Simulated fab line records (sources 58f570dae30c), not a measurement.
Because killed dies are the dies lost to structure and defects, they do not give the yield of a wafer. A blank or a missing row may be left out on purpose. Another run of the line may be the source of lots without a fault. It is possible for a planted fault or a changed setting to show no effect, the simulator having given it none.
One fault seen from 2 desks ; flow berkeleyCmos170 ; numbers are kept per desk, each desk with only its own; the story behind them comes last

== DESK OF THE TOOL OWNER: pecvd-01 ==
The tool's own readings at UCB170_V1_CVD_00 (deposits SiO2 from TEOS/O2, target thk 2000 nm, time 250 s): means of the sampled wafers that have a number, for each lot that ran on this tool. A lot is out of limits, marked OUT, if its mean lies more than 4 standard deviations from the usual mean; the brackets give that distance.
Columns: A = heaterPowerW at UCB170_V1_CVD_00, usual 248 W; B = runLengthS at UCB170_V1_CVD_00, usual 278.0 s
lot;first seen here;A;B
L231;day 8 00:38;257;278.7
L233;day 8 22:20;238;278.3
L236;day 8 22:30;228;278.3
L238;day 9 17:41;213;278.3
L247;day 10 21:08;294;278.3
L249;day 11 08:08;248;287.2 (+13) OUT
L248;day 11 08:18;246;295.4 (+24) OUT
Finding of this desk: L248, L249 out of limits; the first was L249 at day 11 08:08, on runLengthS at UCB170_V1_CVD_00. Within limits: L231, L233, L236, L238, L247.

== METROLOGY DESK ==
Means of the sampled wafers that have a number, per lot and without regard to the tool the lot ran on: this is what the gauges read. A lot is out of limits, marked OUT, if its mean lies more than 4 standard deviations from the usual mean; the brackets give that distance.
Columns: A = V1_TEOS_THK at UCB170_V1_THK_MEAS_01, usual 2013 nm
lot;first seen here;A
L229;day 7 19:21;2031
L231;day 8 00:47;2003
L232;day 8 05:23;2016
L233;day 8 22:29;2016
L234;day 8 22:29;2017
L235;day 8 22:30;2009
L236;day 8 22:40;1993
L238;day 9 17:50;2005
L245;day 10 21:17;1996
L247;day 10 21:17;2004
L249;day 11 08:19;2081
L250;day 11 08:20;2035
L248;day 11 08:28;2144 (+4.1) OUT
L251;day 11 23:02;1980
This desk finds L248 out of limits, with the earliest case on L248 at day 11 08:28 (V1_TEOS_THK at UCB170_V1_THK_MEAS_01). Within limits: L229, L231, L232, L233, L234, L235, L236, L238, L245, L247, L249, L250, L251.

== ALL TOGETHER ==
The tool owner's desk had the chance to raise an alarm at day 11 08:08 on L248, L249.
At day 11 08:28 the metrology desk could have sounded an alarm, on L248.
The metrology desk holds a record of L249, inside its limits.
On pecvd-01, each named lot ran UCB170_V1_CVD_00.

== WHAT WAS PUT IN BY THE SIMULATOR ==
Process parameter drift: pecvd-01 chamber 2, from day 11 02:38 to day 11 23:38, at UCB170_V1_CVD_00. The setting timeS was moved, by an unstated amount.
Struck lots among those shown: L248, L249.
Fault start to first reading out of limits, in hours, per desk: tool owner, 6; metrology, 6.
